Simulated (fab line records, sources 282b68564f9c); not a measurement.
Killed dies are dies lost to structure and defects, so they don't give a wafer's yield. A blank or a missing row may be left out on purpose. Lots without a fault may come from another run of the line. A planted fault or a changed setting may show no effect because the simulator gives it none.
Which tool did it? | flow rit_cmos | 15 lots, 45 wafers sampled, at 1 step of a route of 202

WHAT THE GAUGES READ, wafer by wafer
The record holds no reading of a measuring or inspecting step that can be judged against a usual standard deviation.

WHICH TOOL RAN EACH LOT (tool, then ch and the chambers of the sampled wafers, then the start)
lot  | RIT_ACTIVE_EXPOSE_08
L260 | iline_stepper-02 ch 0, day 1 17:04
L261 | iline_stepper-02 ch 0, day 1 20:12
L263 | iline_stepper-01 ch 0, day 2 05:41
L264 | iline_stepper-02 ch 0, day 2 10:41
L265 | iline_stepper-02 ch 0, day 2 15:56
L267 | iline_stepper-02, day 3 01:41
L268 | iline_stepper-01, day 3 08:17
L269 | iline_stepper-02, day 3 13:26
L276 | iline_stepper-01 ch 0, day 4 22:10
L277 | iline_stepper-02 ch 0, day 5 08:20
L279 | iline_stepper-01 ch 0, day 5 13:28
L280 | iline_stepper-02 ch 0, day 5 21:54
L281 | iline_stepper-01 ch 0, day 6 02:38
L282 | iline_stepper-02 ch 0, day 6 04:51
L283 | iline_stepper-02 ch 0, day 6 09:06
- RIT_ACTIVE_EXPOSE_08: exposes mask M1, target cd 1400 nm.

WHAT THE TOOLS THEMSELVES READ (means of the sampled wafers that have a number; where no wafer has one, the mark that the record gives instead)
RIT_ACTIVE_EXPOSE_08. Usual: exposure_dose_mJ_cm2 224.56, standard deviation 0.22; focus_offset_nm 0.0 nm, standard deviation 0.57.
lot  | tool             | exposure_dose_mJ_cm2 | focus_offset_nm (nm) | flag
L260 | iline_stepper-02 | 224.43               | -0.2                 |
L261 | iline_stepper-02 | 224.73               | 0.0                  |
L263 | iline_stepper-01 | 224.53               | -0.2                 |
L264 | iline_stepper-02 | 224.56               | -0.1                 |
L265 | iline_stepper-02 | 224.45               | 0.2                  |
L267 | iline_stepper-02 | -                    | -                    | OFF
L268 | iline_stepper-01 | -                    | -                    | OFF
L269 | iline_stepper-02 | -                    | -                    | OFF
L276 | iline_stepper-01 | 224.59               | -1.4                 |
L277 | iline_stepper-02 | 224.71               | -0.1                 |
L279 | iline_stepper-01 | 224.39               | -0.5                 |
L280 | iline_stepper-02 | 224.40               | -0.6                 |
L281 | iline_stepper-01 | 224.44               | -0.2                 |
L282 | iline_stepper-02 | 224.64               | -0.1                 |
L283 | iline_stepper-02 | 224.45               | 0.2                  |

THE ANSWER, worked out from the rows above alone
Rule: a lot is off if the mean of its wafers that have a number lies more than 3 standard deviations from the usual mean. A lot without any number at a reading at which 4 lots or more have one is off too. The other lots that the step has rows for count as sound. The gauges are gone through in route order, then the tools' own readings, and for those a lot's mean is taken as printed above. The first step at which some lot is off is used, and at that step the reading that is off furthest; a lot without a number counts as furthest.
Off: L267, L268, L269, at RIT_ACTIVE_EXPOSE_08 (exposure_dose_mJ_cm2). Without a number there: L267, L268, L269.
A tool fits if, at that step or a process step before it, it ran every lot that is off, and no sound lot after the first of them. None of those tried fits.

WHAT THE SIMULATOR HAD PUT IN
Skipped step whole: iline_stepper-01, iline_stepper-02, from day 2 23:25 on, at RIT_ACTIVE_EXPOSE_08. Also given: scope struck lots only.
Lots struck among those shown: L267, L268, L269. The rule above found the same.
